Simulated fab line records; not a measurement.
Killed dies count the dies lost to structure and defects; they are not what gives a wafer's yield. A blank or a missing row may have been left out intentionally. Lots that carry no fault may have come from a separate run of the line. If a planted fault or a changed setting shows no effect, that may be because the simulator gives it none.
What tool caused it? | flow rit cmos | 6 lots, 18 wafers sampled, at 2 steps of a route of 202

WHAT THE GAUGES READ, wafer by wafer
RIT_WELLDRIVE_RS_MEAS_01: measurement is done with a four-point probe.
lot  | measured    | on            | NWELL_RS (ohm/sq)
L556 | day 2 19:01 | film metro-03 | 274.6 275.0 275.0
L558 | day 3 02:05 | film metro-02 | 275.3 276.1 276.6
L566 | day 4 15:16 | film metro-04 | 275.3 275.7 275.9
L568 | day 5 00:19 | film metro-02 | 276.2 275.7 276.0
L570 | day 5 10:54 | film metro-03 | 275.3 275.5 275.1
L574 | day 6 06:10 | film metro-03 | 275.4 275.8 274.8

TOOL THAT RAN EACH LOT (tool first, then ch and the chambers of the sampled wafers, then the start)
lot  | RIT_PWELL_DEVELOP_05
L556 | litho track-04 ch 0, day 2 11:00
L558 | litho track-02 ch 0, day 2 20:00
L566 | litho track-03 ch 0, day 4 07:00
L568 | litho track-04 ch 0, day 4 18:00
L570 | litho track-02 ch 0, day 5 04:00
L574 | litho track-03 ch 0, day 5 23:00
- RIT_PWELL_DEVELOP_05: develop time 68 s.

THE ANSWER, worked out from the rows above alone
Rule: what is usual is taken from the lots themselves. The widest of any qualifying gaps counts: lots, ordered by their means at a reading, are off when they make up no more than a third of the lots, leave a main group of 4 or more, and stand apart from it by 3 or more times the standard deviation of that group's means. A main group whose means are all the same, to the digits that the tables above print for the reading, isn't used. Also off: a lot with no number at a reading for which 4 or more lots have one. Where the step has rows for the other lots, those lots are counted as sound.
No lot is off on any of the readings shown, so nothing can be concluded from this.

WHAT HAD BEEN PUT IN BY THE SIMULATOR
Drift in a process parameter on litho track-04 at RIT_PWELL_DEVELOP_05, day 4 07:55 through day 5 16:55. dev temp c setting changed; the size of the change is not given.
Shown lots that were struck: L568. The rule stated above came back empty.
